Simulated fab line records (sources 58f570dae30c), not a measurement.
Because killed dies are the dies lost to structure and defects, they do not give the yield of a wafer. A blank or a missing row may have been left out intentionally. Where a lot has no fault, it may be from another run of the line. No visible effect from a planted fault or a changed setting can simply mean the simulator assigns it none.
The same fault as seen by 2 desks + flow berkeleyCmos170 + numbers are kept per desk, each desk with only its own; the story behind them comes last

== TOOL OWNER'S DESK, implanter-03 ==
The tool's own readings at UCB170_PSD_IMPLANT_08: means of the sampled wafers that have a number, for each lot that ran on this tool. A lot is out of limits, marked OUT, if its mean lies more than 4 standard deviations from the usual mean; the brackets give that distance.
Columns: A = beamEnergyKeV at UCB170_PSD_IMPLANT_08, usual 19.999; B = beamOnS at UCB170_PSD_IMPLANT_08, usual 9.98 s; C = faradayCurrentUA at UCB170_PSD_IMPLANT_08, usual 9275
| lot  | first seen here | A      | B     | C    |
|------|-----------------|--------|-------|------|
| L454 | day 8 07:32     | 19.998 | 9.88  | 9391 |
| L458 | day 9 19:44     | 20.003 | 9.91  | 9341 |
| L459 | day 10 10:02    | 20.002 | 10.21 | 9077 |
Finding of this desk: none of the 3 lots has anything out of limits.

== METROLOGY DESK ==
What the gauges read, lot by lot, whatever tool the lot ran on: means of the sampled wafers that have a number. A lot is out of limits, marked OUT, if its mean lies more than 4 standard deviations from the usual mean; the brackets give that distance. 7 of its 12 readings are shown, namely those furthest out on some lot.
Columns: A = cdNm at UCB170_PSD_CD_MEAS_06, usual 1199.8 nm; B = PSD_TW at UCB170_PSD_TW_MEAS_10, usual 2315; C = cdNm at UCB170_NSD_CD_MEAS_06, usual 1199.7 nm; D = NSD_OVL at UCB170_NSD_OVL_MEAS_07, usual 3 nm; E = NSD_RS at UCB170_SDANNEAL_RS_MEAS_03, usual 37.29 ohm/sq; F = PLDD_RS at UCB170_SDANNEAL_RS_MEAS_04, usual 1032 ohm/sq; G = NLDD_RS at UCB170_SDANNEAL_RS_MEAS_05, usual 616.4 ohm/sq
| lot  | first seen here | A      | B    | C      | D  | E     | F    | G     |
|------|-----------------|--------|------|--------|----|-------|------|-------|
| L450 | day 7 17:17     | 1203.2 | 2319 | 1198.6 | 1  | 37.26 | 1029 | 616.3 |
| L454 | day 7 23:43     | 1199.3 | 2302 | 1196.6 | 5  | 37.35 | 1037 | 620.6 |
| L458 | day 9 13:40     | 1196.9 | 2294 | 1197.2 | 5  | 37.37 | 1036 | 618.9 |
| L459 | day 10 03:41    | 1200.1 | 2283 | 1201.1 | 4  | 37.29 | 1028 | 615.8 |
| L470 | day 10 16:20    | 1201.4 | 2292 | 1200.4 | -3 | 37.13 | 1031 | 617.4 |
| L472 | day 11 13:25    | 1198.6 | 2288 | 1199.6 | 15 | 37.40 | 1036 | 615.9 |
Finding of this desk: none of the 6 lots has anything out of limits.

== PUT TOGETHER ==
Nothing out of limits was seen by the tool owner's desk.
At the metrology desk, nothing out of limits was observed.

== WHAT HAD BEEN PUT IN BY THE SIMULATOR ==
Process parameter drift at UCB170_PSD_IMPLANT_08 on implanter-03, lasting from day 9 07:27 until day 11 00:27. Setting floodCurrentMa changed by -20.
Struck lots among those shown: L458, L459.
